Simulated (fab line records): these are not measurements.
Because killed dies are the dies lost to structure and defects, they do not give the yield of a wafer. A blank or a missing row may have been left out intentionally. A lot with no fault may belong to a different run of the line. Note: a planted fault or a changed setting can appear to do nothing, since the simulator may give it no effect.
fab line records -- flow berkeley-cmos170
[record] lots = 6, wafers = 18, last-day = 11
route steps=331 shown NWELL@20
lots with no fault: from the same line, run without faults
start-h: hours from the record's first day to the start of the lot's first wafer shown -- wait-h: hours from the lot's prior step to this one -- " same as the row above -- L1.1+2: one row covering several wafers at once -- - no value present, or no start provided -- * or withheld: withheld -- < > ~ a bound
route shown NAME@n: NAME is a module with steps in the file, n the number in the route of the first one -- usual: mean/standard deviation of fault-free wafers -- same: alike in all rows -- chamber/n: place in a boat -- sites: each site's reading -- _std_site: their standard deviation -- _edge_site: outer sites' mean less inner sites' -- radius-mm: for every site, how far away it sits from the centre of the wafer -- mask NAME#n: copy n -- behind: the most recent tool/chamber to have shaped the wafer -- hold: reason for holding the lot/hours on hold/outcome of the hold -- device: names the non-switching transistor (n, p or np) -- end of line: the route-end tests of the same wafers -- for a step that has no rows: nothing shown but its recipe -- killed: the dies lost at the first sort to structure and to defects; this is not the yield of the wafer -- map: a wafer's dies, marking killed ones x, the rest . and places with no die _
set.NAME: the setting as run; set.NAME@STEP: as run at that earlier step -- model.NAME: the simulator's own value behind a step, which no gauge read
lots at some steps of the route; a table a step, a row a wafer
services: a tool's chamber out of use, with start hour (start-h, from the record's first day; less than 0 if before it), hours out, and reason
[[steps]]
[step UCB170_NWELL_HMDS_06]
[recipe] prime-time-s = 60, prime-temp-c = 100
[step UCB170_NWELL_COAT_07]
[recipe] resist = KrF, spin-rpm = 1500, resist-thk-nm = 900
[step UCB170_NWELL_SOFTBAKE_08]
[recipe] resist = KrF, temp-c = 130, time-s = 60
[step UCB170_NWELL_EXPOSE_09]
[recipe] mask-id = NWELL, target-cd-nm = 3000, na = 0.5, sigma-outer = 0.6, source-shape = conventional, dose-mj = 25
[step UCB170_NWELL_PEB_10]
[recipe] peb-temp-c = 130, peb-time-s = withheld, resist = KrF
[step UCB170_NWELL_DEVELOP_11]
[recipe] developer = TMAH, develop-time-s = 45, resist = KrF, dev-temp-c = 21
[step UCB170_NWELL_OVL_MEAS_12]
[usual] NWELL_OVL = -1/6.9
lot.wafer,tool,chamber,start-h,wait-h,NWELL_OVL[nm]
L208.2,overlay-02,-,80.68,-,0
L208.3,overlay-02,-,80.68,-,5
L208.5,overlay-02,-,80.68,-,2
L210.1,overlay-01,-,87.64,-,-5
L210.4,overlay-01,-,87.64,-,-4
L210.6,overlay-01,-,87.64,-,-2
L209.2,overlay-02,-,87.90,-,-1
L209.4,overlay-02,-,87.90,-,1
L209.5,overlay-02,-,87.90,-,5
L211.1,overlay-01,-,98.64,-,-6
L211.5,overlay-01,-,98.64,-,-1
L211.6,overlay-01,-,98.64,-,-1
L212.1,overlay-01,-,99.23,-,-11
L212.2,overlay-01,-,99.23,-,-12
L212.4,overlay-01,-,99.23,-,-7
L219.1,overlay-02,-,136.01,-,1
L219.3,overlay-02,-,136.01,-,1
L219.6,overlay-02,-,136.01,-,9
[step UCB170_NWELL_ETCH_13]
[recipe] chemistry = CH3F/Ar/O2, target = Si3N4, stop-on = SiO2, CH3F_flow_sccm = 20, Ar_flow_sccm = 50, O2_flow_sccm = 7, pressure-mtorr = 50, rf-w = 450, target-depth-a = 2464, over-etch-frac = 0.1, time-s = 154
[usual] CH3F_flow_sccm = 20.00/0.057, O2_flow_sccm = 7.001/0.021, drypump-motor-current-A = 5.8/0.39, oes-product-au = 0.944/0.012, throttle-valve-pct = 7.98/0.11
lot.wafer,tool,chamber,start-h,wait-h,CH3F_flow_sccm,O2_flow_sccm,drypump-motor-current-A,oes-product-au,rf-hours-counter-h,throttle-valve-pct
L208.2,rie-diel-04,3,80.71,0.0,19.93,6.999,5.6,0.941,167,7.85
L208.3,rie-diel-04,2,80.71,0.0,19.95,6.964,6.0,0.936,16,7.89
L208.5,rie-diel-04,2,80.71,0.0,19.95,6.995,6.0,0.931,-,7.89
L210.1,rie-diel-01,1,87.68,0.0,19.96,7.005,5.5,0.958,140,8.09
L210.4,rie-diel-01,0,87.68,0.0,19.92,6.999,5.7,0.951,-,8.09
L210.6,rie-diel-01,1,87.68,0.0,19.92,6.989,5.5,0.949,-,8.07
L209.2,rie-diel-04,0,87.93,0.0,20.05,6.974,6.3,0.950,10,8.02
L209.4,rie-diel-04,3,87.93,0.0,19.95,6.994,5.6,0.952,167,7.86
L209.5,rie-diel-04,3,87.93,0.0,19.97,7.007,5.6,0.949,-,7.87
L211.1,rie-diel-03,0,98.67,0.0,19.95,6.990,5.5,0.955,29,8.14
L211.5,rie-diel-03,1,98.67,0.0,20.01,7.043,5.5,0.931,-,8.18
L211.6,rie-diel-03,0,98.67,0.0,19.99,6.982,5.5,0.959,-,8.16
L212.1,rie-diel-04,1,99.27,0.0,20.02,7.007,5.6,0.945,1,7.92
L212.2,rie-diel-04,0,99.27,0.0,20.13,6.995,6.3,0.941,11,8.03
L212.4,rie-diel-04,0,99.27,0.0,20.03,7.003,6.3,0.933,-,8.04
L219.1,rie-diel-03,1,136.04,0.0,19.99,7.020,5.5,0.923,5,8.18
L219.3,rie-diel-03,2,136.04,0.0,20.01,6.979,6.0,0.930,104,7.82
L219.6,rie-diel-03,3,136.04,0.0,20.02,7.000,5.2,0.949,-,7.97
[step UCB170_NWELL_IMPLANT_14]
[recipe] species = P, dose-cm2 = 1e+13, energy-kev = 150, tilt-deg = 7
[step UCB170_NWELL_STRIP_15]
[recipe] chemistry = O2, power-w = 400, pressure-mtorr = 3500, platen-temp-c = withheld, o2-flow-sccm = 400, overash-fraction = 0.5
[usual] drypump-motor-current-A = 5.7/0.49, oes-product-au = 0.721/0.0048, strip-time-to-endpoint-s = 18.03/0.083
[same] overash-fraction = 0.5
lot.wafer,tool,chamber,start-h,wait-h,drypump-motor-current-A,oes-product-au,rf-hours-counter-h,strip-time-to-endpoint-s
L208.2,plasma-asher-03,1,80.96,0.1,4.9,0.718,35,17.99
L208.3,plasma-asher-03,0,80.96,0.1,6.1,0.721,-,18.10
L208.5,plasma-asher-03,1,80.96,0.1,4.9,0.725,-,18.01
L210.1,plasma-asher-02,0,87.93,0.1,6.0,0.720,29,18.07
L210.4,plasma-asher-02,0,87.93,0.1,6.0,0.719,-,18.09
L210.6,plasma-asher-02,1,87.93,0.1,6.0,0.720,-,18.06
L209.2,plasma-asher-01,1,88.19,0.1,5.6,0.719,42,18.00
L209.4,plasma-asher-01,1,88.19,0.1,5.6,0.726,-,18.10
L209.5,plasma-asher-01,0,88.19,0.1,5.0,0.721,-,18.12
L211.1,plasma-asher-03,1,98.93,0.1,4.9,0.722,37,18.04
L211.5,plasma-asher-03,0,98.93,0.1,6.1,0.713,-,17.93
L211.6,plasma-asher-03,1,98.93,0.1,4.9,0.715,-,17.96
L212.1,plasma-asher-02,1,99.52,0.1,6.1,0.723,30,18.12
L212.2,plasma-asher-02,0,99.52,0.1,6.1,0.723,30,18.04
L212.4,plasma-asher-02,0,99.52,0.1,6.0,0.722,-,18.09
L219.1,plasma-asher-01,1,136.29,0.1,5.5,0.712,48,18.03
L219.3,plasma-asher-01,0,136.29,0.1,5.0,0.722,-,18.09
L219.6,plasma-asher-01,1,136.29,0.1,5.5,0.726,-,18.09
[step UCB170_NWELL_TW_MEAS_16]
[usual] NWELL_TW = 1236/8.2
lot.wafer,tool,chamber,start-h,wait-h,NWELL_TW
L208.2,film-metro-04,-,81.07,0.1,1247
L208.3,film-metro-04,-,81.07,0.1,1242
L208.5,film-metro-04,-,81.07,0.1,1241
L210.1,film-metro-03,-,88.03,0.1,1235
L210.4,film-metro-03,-,88.03,0.1,1237
L210.6,film-metro-03,-,88.03,0.1,1233
L209.2,film-metro-04,-,88.30,0.1,1251
L209.4,film-metro-04,-,88.30,0.1,1246
L209.5,film-metro-04,-,88.30,0.1,1245
L211.1,film-metro-03,-,99.03,0.1,1235
L211.5,film-metro-03,-,99.03,0.1,1239
L211.6,film-metro-03,-,99.03,0.1,1241
L212.1,film-metro-04,-,99.62,0.1,1234
L212.2,film-metro-04,-,99.62,0.1,1233
L212.4,film-metro-04,-,99.62,0.1,1235
L219.1,film-metro-03,-,136.39,0.1,1235
L219.3,film-metro-03,-,136.39,0.1,1231
L219.6,film-metro-03,-,136.39,0.1,1232
[step UCB170_NWELL_CLEAN_17]
[recipe] chemistry = SPM, temp-c = 120, time-s = 600
[step UCB170_NWELL_WET_ETCH_18]
[recipe] chemistry = H3PO4, target = Si3N4, temp-c = 160, time-s = 14400
[usual] bath-guard-temp-C = 159.7/0.3, bath-heat-duty-pct = 26.8/2.5
lot.wafer,tool,chamber,start-h,wait-h,bath-guard-temp-C,bath-heat-duty-pct,model.Si3N4_of_NWELL_CVD_04.thk-nm,model.SiO2_of_NWELL_OXIDATION_01.thk-nm
L208.2,wet-bench-02,0,83.40,0.3,159.6,30.7,0,0
L208.3,wet-bench-02,0,83.40,0.3,159.6,30.9,0,0
L208.5,wet-bench-02,0,83.40,0.3,159.7,29.2,0,0
L210.1,wet-bench-03,0,88.28,0.0,159.6,24.0,0,0
L210.4,wet-bench-03,0,88.28,0.0,159.3,24.8,0,0
L210.6,wet-bench-03,0,88.28,0.0,159.2,25.9,0,0
L209.2,wet-bench-02,0,88.54,0.0,-,-,227.5,26.82
L209.4,wet-bench-02,0,88.54,0.0,-,-,228,26.27
L209.5,wet-bench-02,0,88.54,0.0,-,-,226.8,26.66
L211.1,wet-bench-03,2,99.28,0.0,-,-,226.7,26.69
L211.5,wet-bench-03,2,99.28,0.0,-,-,230,26.59
L211.6,wet-bench-03,2,99.28,0.0,-,-,226.2,26.46
L212.1,wet-bench-02,3,101.31,0.5,159.3,25.5,0,0
L212.2,wet-bench-02,3,101.31,0.5,160.0,26.7,0,0
L212.4,wet-bench-02,3,101.31,0.5,160.1,26.0,0,0
L219.1,wet-bench-04,3,136.63,0.0,159.5,29.5,0,0
L219.3,wet-bench-04,3,136.63,0.0,159.5,30.2,0,0
L219.6,wet-bench-04,3,136.63,0.0,159.5,28.5,0,0
[step UCB170_NWELL_WET_ETCH_19]
[recipe] chemistry = BOE, dilution = 5:1, target = SiO2, temp-c = 25, time-s = 22
[[services]]
tool,chamber,start-h,hours,kind
rie-diel-04,1,61.90,-,clean
rie-diel-04,1,61.90,24.0,scheduled-down
rie-diel-04,1,61.90,24.0,vent-cycle
rie-diel-01,2,87.16,1.3,repair
rie-diel-04,3,92.01,-,clean
rie-diel-04,3,92.01,27.1,scheduled-down
rie-diel-04,3,92.01,27.1,vent-cycle
rie-diel-03,3,98.54,13.0,repair
rie-diel-01,3,99.68,-,clean
rie-diel-01,3,99.68,25.0,scheduled-down
rie-diel-01,3,99.68,25.0,vent-cycle
wet-bench-04,-,100.91,4.4,pm
rie-diel-01,-,108.16,14.6,pm
plasma-asher-03,-,108.75,9.0,pm
plasma-asher-03,0,108.75,9.0,vent-cycle
plasma-asher-03,1,108.75,9.0,vent-cycle
plasma-asher-03,0,117.75,-,clean
plasma-asher-03,1,117.75,-,clean
plasma-asher-03,-,126.91,15.6,pm
rie-diel-04,-,133.30,1.1,repair
[[key]]
[first-sign] step = UCB170_NWELL_WET_ETCH_18, reading = tool-record, direction = missing
effect none on later readings
[model-effect] step = UCB170_NWELL_WET_ETCH_18, value = Si3N4_of_NWELL_CVD_04.thk-nm, without = 0, struck = 227.5
met-at UCB170_NWELL_WET_ETCH_18
struck-wafers L209.2,L209.4,L209.5,L211.1,L211.5,L211.6
later-rows-left-out L209.2,L209.4,L209.5,L211.1,L211.5,L211.6
sort-left-out L209.2,L209.4,L209.5,L211.1,L211.5,L211.6
tester-left-out L209,L211
onset-between 88.28 88.54
[fault] kind = skipped-step-whole, tool = wet-bench-02,wet-bench-03, chamber = -, onset-h = 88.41, steps = UCB170_NWELL_WET_ETCH_18, scope = struck-lots-only
// tester-left-out: of these lots the tester's yield and bins aren't shown, on N5 and GAA mostly nor the transistor test; their killed dies are dies lost to structure and defects alone, not to doping, threshold or leakage, so they don't give the yield
// sort-left-out: the simulated sort isn't trusted on such a fault, so these wafers' sort isn't shown, and their yield isn't known
// later-rows-left-out: the simulator's readings of these wafers behind a module that went badly wrong aren't trusted and aren't shown, but for the sort
